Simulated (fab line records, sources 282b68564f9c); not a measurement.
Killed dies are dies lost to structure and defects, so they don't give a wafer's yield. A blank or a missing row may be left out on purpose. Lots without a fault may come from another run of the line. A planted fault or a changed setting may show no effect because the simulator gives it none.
A struck lot beside a sound one | flow rit_cmos | 18 steps out of a route of 202
Sound: wafers L856.2, L856.3, L856.6. Struck: wafers L871.1, L871.6. (L871.2 of the same lot was not struck and is left out.) The cause comes at the end.
At each step with rows: each side's tool, then ch and its chambers, then its first start. Under that, the readings that differ: sound wafers | struck wafers | difference of the means | sigmas: that difference in standard deviations of wafers without a fault.
alike: readings whose means differ by less than 2 such deviations, and words and numbers that are the same on both sides. not compared: withheld readings, readings that some wafer has no value for, bounds like >300 that may hide the same value, and numbers for which the record gives no deviation and whose values overlap.
The two part at a step that has a row with sigmas, a row that says differs or no value, or rows on one side only. Numbers that don't overlap but have no deviation are shown without sigmas and don't part them. A reading that every wafer of one side lacks parts them only if that side has two wafers or more.

RIT_M1_SPUTTER_00: material Al, target thk 400 nm, time 500 s.
  sound on pvd_sputter-01, day 4 01:27; struck on pvd_sputter-04, day 7 05:17
  alike: throttle_valve_pct
RIT_M1_RS_MEAS_01: measures by four-point-probe.
  sound on film_metro-01, day 4 01:46; struck on film_metro-01, day 7 05:34
  alike: M1_AL_RS
RIT_M1_THK_MEAS_02: measures by xrf.
  sound on film_metro-01, day 4 01:53; struck on film_metro-01, day 7 05:41
  alike: M1_AL_THK
then, 6 steps without rows for these wafers: RIT_M1_HMDS_03 (prime time 60 s); RIT_M1_COAT_04 (resist thk 1300 nm); RIT_M1_SOFTBAKE_05 (time 60 s); RIT_M1_EXPOSE_06 (exposes mask M12, target cd 2600 nm); RIT_M1_PEB_07; RIT_M1_DEVELOP_08 (develop time 68 s).
RIT_M1_CD_MEAS_09: target cd 2600 nm.
  sound on cd_sem-01, day 4 02:50; struck on cd_sem-01, day 7 06:38
  alike: cd_nm
RIT_M1_OVL_MEAS_10:
  sound on overlay-02, day 4 02:56; struck on overlay-02, day 7 06:45
  alike: M1_OVL
then, 1 step without rows for these wafers: RIT_M1_HARDBAKE_11 (time 120 s).
RIT_M1_METAL_ETCH_12: etches Al in Cl2/BCl3, stops on SiO2, time 165 s, target depth 600 nm.
  sound on rie_metal-01 ch 0,1, day 4 03:13; struck on rie_metal-01 ch 0, day 7 07:02
  reading                                 | sound             | struck      | difference | sigmas
  model.NOVOLAK_of_M1_COAT_04.thk_nm (nm) | 796.8 793.9 806.9 | 921.7 923.9 | +123.6     |
  model.M1.feature_depth_nm (nm)          | 427.2 431.4 429.1 | 390.8 388.6 | -39.5      |
  model.etch.depth_nm (nm)                | 393.6 397.6 396.5 | 390.8 388.6 | -6.2       |
  alike: drypump_motor_current_A, oes_product_au, throttle_valve_pct
  not compared: rf_hours_counter_h
then, 1 step without rows for these wafers: RIT_M1_STRIP_13 (strips in nmp, time 600 s).
RIT_M1_STRIP_14: strips in O2, time 180 s.
  sound on plasma_asher-02 ch 0,1, day 4 03:33; struck on plasma_asher-02 ch 0,1, day 7 07:23
  alike: drypump_motor_current_A
  not compared: rf_hours_counter_h
RIT_M1_CD_MEAS_90: target cd 2600 nm.
  sound on cd_sem-01, day 4 03:45; struck on cd_sem-02, day 7 07:33
  reading    | sound          | struck    | difference | sigmas
  cd_nm (nm) | 2598 2597 2602 | 2609 2612 | +12        | +4
then, 1 step without rows for these wafers: RIT_M1_ANNEAL_15 (time 1800 s).
RIT_M1_PROBE_99:
  sound on prober-02, day 4 06:45; struck on prober-01, day 7 09:17
  reading                               | sound              | struck      | difference | sigmas
  defect_limited_yield (%)              | 97.7 95.8 97.0     | 60.6 52.3   | -40.4      | -34
  killed_at_M0_to_M3                    | 0 0 0              | 102 123     | +112       | +99 or more
  killed_dies                           | 6 11 8             | 104 126     | +107       | +34
  killed_on_rim                         | 2 2 2              | 39 33       | +34        | +26
  model.etest.tester.sort_n_pass        | 258 253 256        | 0 0         | -256       |
  model.etest.tester.sort_yield_pct (%) | 97.73 95.83 96.97  | 0 0         | -97        |
  model.etest.tester.sort_bin_5_pct (%) | 1.515 2.273 0.7576 | 38.64 46.59 | +41.10     |
  model.etest.tester.sort_bin_3_pct (%) | 0 0 0.7576         | 60.61 52.27 | +56.19     |
  model.etest.ppoly_sal.short           | 0 0 0              | 1 1         | +1         |
  model.etest.well_edge_left.short      | 0 0 0              | 1 1         | +1         |
  model.etest.contact_to_gate.short     | 0 0 0              | 1 1         | +1         |
  model.etest.contact_pplus.short       | 0 0 0              | 1 1         | +1         |
  alike: killed_at_contacts, killed_at_front_end, killed_open, killed_short

WHERE THEY PART
First at RIT_M1_CD_MEAS_90; last, within this record, at RIT_M1_PROBE_99.

WHY: what the simulator had put in
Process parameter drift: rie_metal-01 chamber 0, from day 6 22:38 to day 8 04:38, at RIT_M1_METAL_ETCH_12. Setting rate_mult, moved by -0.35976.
